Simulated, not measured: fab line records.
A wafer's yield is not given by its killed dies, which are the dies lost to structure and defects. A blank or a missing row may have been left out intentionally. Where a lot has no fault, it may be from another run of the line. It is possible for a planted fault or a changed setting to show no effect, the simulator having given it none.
Which tool is to blame? | flow rit_cmos | 6 lots, 18 wafers sampled, at 3 steps of a route of 202

## WHAT THE GAUGES SHOWED, per wafer
RIT_SPACER_THK_MEAS_04.
lot  | measured    | on            | SPACER_NITRIDE_THK (nm)
L182 | day 3 08:14 | film_metro-03 | 249.4 252.8 249.9
L184 | day 3 19:15 | film_metro-01 | 253.9 254.8 251.6
L189 | day 4 20:08 | film_metro-04 | 250.5 249.7 252.1
L194 | day 6 01:26 | film_metro-04 | 250.7 246.7 250.0
L197 | day 6 16:05 | film_metro-01 | 249.8 248.1 250.0
L201 | day 7 09:47 | film_metro-04 | 253.1 252.2 250.3

## WHAT TOOL EACH LOT RAN ON (gives the tool, then ch and the chambers of the sampled wafers, and finally the start)
lot  | RIT_NRETRO_STRIP_09                 | RIT_SPACER_CVD_03
L182 | plasma_asher-01 ch 0,1, day 2 16:05 | lpcvd-01 ch 1, day 3 06:19
L184 | plasma_asher-04 ch 0,1, day 3 03:18 | lpcvd-01 ch 1, day 3 17:20
L189 | plasma_asher-01 ch 0,1, day 4 04:52 | lpcvd-01 ch 1, day 4 18:13
L194 | plasma_asher-03 ch 0,1, day 5 06:55 | lpcvd-01 ch 0, day 5 23:31
L197 | plasma_asher-04 ch 0,1, day 5 22:14 | lpcvd-02 ch 0, day 6 14:10
L201 | plasma_asher-04 ch 0,1, day 6 17:19 | lpcvd-02 ch 1, day 7 07:52
- RIT_NRETRO_STRIP_09: strips in O2, time 180 s.
- RIT_SPACER_CVD_03: deposits Si3N4 from SiH2Cl2/NH3, target thk 250 nm, time 3300 s.

## THE ANSWER, worked out from the rows above alone
Rule: what is usual is taken from the lots themselves. Put in order of their means at a reading, lots are off if they are a third of the lots or fewer, leave a main group of 4 or more, and stand apart from it by a gap of 3 or more times the standard deviation of the main group's means; of several such gaps the widest counts. The tables above print the reading to a certain number of digits; a main group whose means all agree to those digits is not used. Also off: a lot with no number at a reading for which 4 or more lots have one. Any other lot the step has rows for is counted as sound.
No lot is off on any of the readings shown, so nothing can be concluded from this.

## WHAT WAS PUT IN BY THE SIMULATOR
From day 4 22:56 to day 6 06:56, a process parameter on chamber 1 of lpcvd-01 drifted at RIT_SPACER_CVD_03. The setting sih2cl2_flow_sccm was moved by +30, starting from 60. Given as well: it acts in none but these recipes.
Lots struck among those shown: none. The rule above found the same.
